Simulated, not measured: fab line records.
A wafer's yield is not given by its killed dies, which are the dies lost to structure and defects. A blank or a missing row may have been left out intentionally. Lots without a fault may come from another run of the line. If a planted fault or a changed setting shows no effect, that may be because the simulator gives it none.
Split-lot experiment / flow berkeley_cmos170 / 23 wafers read from 5 lots, route of 331 steps

## THE SPLIT ITSELF
At UCB170_START_OXIDATION_02 (target thk 20 nm, ox time 1800 s), the setting ox_time_s was moved away from the recipe's 1800 s on 15 of the 23 wafers read, by -10.7% to +4.9%. For the rest of the wafers, this setting stayed at what the recipe calls for.

No step appears in the file between the split and the reading.

## THE READING
START_OXIDE_THK (nm), taken at UCB170_START_THK_MEAS_03. A value of 20.1 nm with a standard deviation of 0.31 nm is what fault-free wafers of this fab line usually give.

wafer=L075.2; tool, chamber at the split=-, -; ox_time_s as run, s=1888; against the recipe=+4.9%; START_OXIDE_THK, nm=20.4; against lot-mates on the recipe=no lot-mate on the recipe
wafer=L075.3; tool, chamber at the split=-, -; ox_time_s as run, s=1888; against the recipe=+4.9%; START_OXIDE_THK, nm=20.6; against lot-mates on the recipe=no lot-mate on the recipe
wafer=L075.4; tool, chamber at the split=-, -; ox_time_s as run, s=1888; against the recipe=+4.9%; START_OXIDE_THK, nm=20.5; against lot-mates on the recipe=no lot-mate on the recipe
wafer=L075.5; tool, chamber at the split=-, -; ox_time_s as run, s=1888; against the recipe=+4.9%; START_OXIDE_THK, nm=20.4; against lot-mates on the recipe=no lot-mate on the recipe
wafer=L075.6; tool, chamber at the split=-, -; ox_time_s as run, s=1888; against the recipe=+4.9%; START_OXIDE_THK, nm=20.3; against lot-mates on the recipe=no lot-mate on the recipe
wafer=L078.1; tool, chamber at the split=-, -; ox_time_s as run, s=1681; against the recipe=-6.6%; START_OXIDE_THK, nm=19.0; against lot-mates on the recipe=no lot-mate on the recipe
wafer=L078.2; tool, chamber at the split=-, -; ox_time_s as run, s=1681; against the recipe=-6.6%; START_OXIDE_THK, nm=19.3; against lot-mates on the recipe=no lot-mate on the recipe
wafer=L078.4; tool, chamber at the split=-, -; ox_time_s as run, s=1681; against the recipe=-6.6%; START_OXIDE_THK, nm=18.7; against lot-mates on the recipe=no lot-mate on the recipe
wafer=L078.5; tool, chamber at the split=-, -; ox_time_s as run, s=1681; against the recipe=-6.6%; START_OXIDE_THK, nm=19.0; against lot-mates on the recipe=no lot-mate on the recipe
wafer=L078.6; tool, chamber at the split=-, -; ox_time_s as run, s=1681; against the recipe=-6.6%; START_OXIDE_THK, nm=18.6; against lot-mates on the recipe=no lot-mate on the recipe
wafer=L079.1; tool, chamber at the split=-, -; ox_time_s as run, s=1608; against the recipe=-10.7%; START_OXIDE_THK, nm=18.5; against lot-mates on the recipe=no lot-mate on the recipe
wafer=L079.3; tool, chamber at the split=-, -; ox_time_s as run, s=1608; against the recipe=-10.7%; START_OXIDE_THK, nm=18.5; against lot-mates on the recipe=no lot-mate on the recipe
wafer=L079.4; tool, chamber at the split=-, -; ox_time_s as run, s=1608; against the recipe=-10.7%; START_OXIDE_THK, nm=18.6; against lot-mates on the recipe=no lot-mate on the recipe
wafer=L079.5; tool, chamber at the split=-, -; ox_time_s as run, s=1608; against the recipe=-10.7%; START_OXIDE_THK, nm=18.5; against lot-mates on the recipe=no lot-mate on the recipe
wafer=L079.6; tool, chamber at the split=-, -; ox_time_s as run, s=1608; against the recipe=-10.7%; START_OXIDE_THK, nm=18.4; against lot-mates on the recipe=no lot-mate on the recipe
wafer=L080.2; tool, chamber at the split=furnace-01, 0; ox_time_s as run, s=1800; against the recipe=recipe; START_OXIDE_THK, nm=19.9; against lot-mates on the recipe=-
wafer=L080.4; tool, chamber at the split=furnace-01, 0; ox_time_s as run, s=1800; against the recipe=recipe; START_OXIDE_THK, nm=19.9; against lot-mates on the recipe=-
wafer=L080.6; tool, chamber at the split=furnace-01, 0; ox_time_s as run, s=1800; against the recipe=recipe; START_OXIDE_THK, nm=20.1; against lot-mates on the recipe=-
wafer=L085.2; tool, chamber at the split=-, -; ox_time_s as run, s=1800; against the recipe=recipe; START_OXIDE_THK, nm=20.1; against lot-mates on the recipe=-
wafer=L085.3; tool, chamber at the split=-, -; ox_time_s as run, s=1800; against the recipe=recipe; START_OXIDE_THK, nm=20.0; against lot-mates on the recipe=-
wafer=L085.4; tool, chamber at the split=-, -; ox_time_s as run, s=1800; against the recipe=recipe; START_OXIDE_THK, nm=19.9; against lot-mates on the recipe=-
wafer=L085.5; tool, chamber at the split=-, -; ox_time_s as run, s=1800; against the recipe=recipe; START_OXIDE_THK, nm=20.1; against lot-mates on the recipe=-
wafer=L085.6; tool, chamber at the split=-, -; ox_time_s as run, s=1800; against the recipe=recipe; START_OXIDE_THK, nm=20.2; against lot-mates on the recipe=-

THE FIT
A straight line over all 23 wafers: START_OXIDE_THK changes by +0.133 nm for each +1% of ox_time_s; r = +0.97; the points scatter about the line by 0.18 nm.
Too few moved wafers have a lot-mate on the recipe to fit a line with each lot's own level taken away.

## THE WHOLE CHAIN: every reading that the file lists as answering this split, in the file's order
step=UCB170_START_OXIDATION_02; what it does=target thk 20 nm, ox time 1800 s; reading=SiO2_of_START_OXIDATION_02.thk_nm (the simulator's own value, which no gauge read); change (the file's fit)=+0.135 nm for each +1% of the setting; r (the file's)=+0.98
step=UCB170_START_THK_MEAS_03; what it does=; reading=START_OXIDE_THK; change (the file's fit)=+0.134 for each +1% of the setting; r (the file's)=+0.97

## THE FILE'S OWN FIT
START_OXIDE_THK changes by +0.134 nm for each +1% of ox_time_s, r = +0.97.
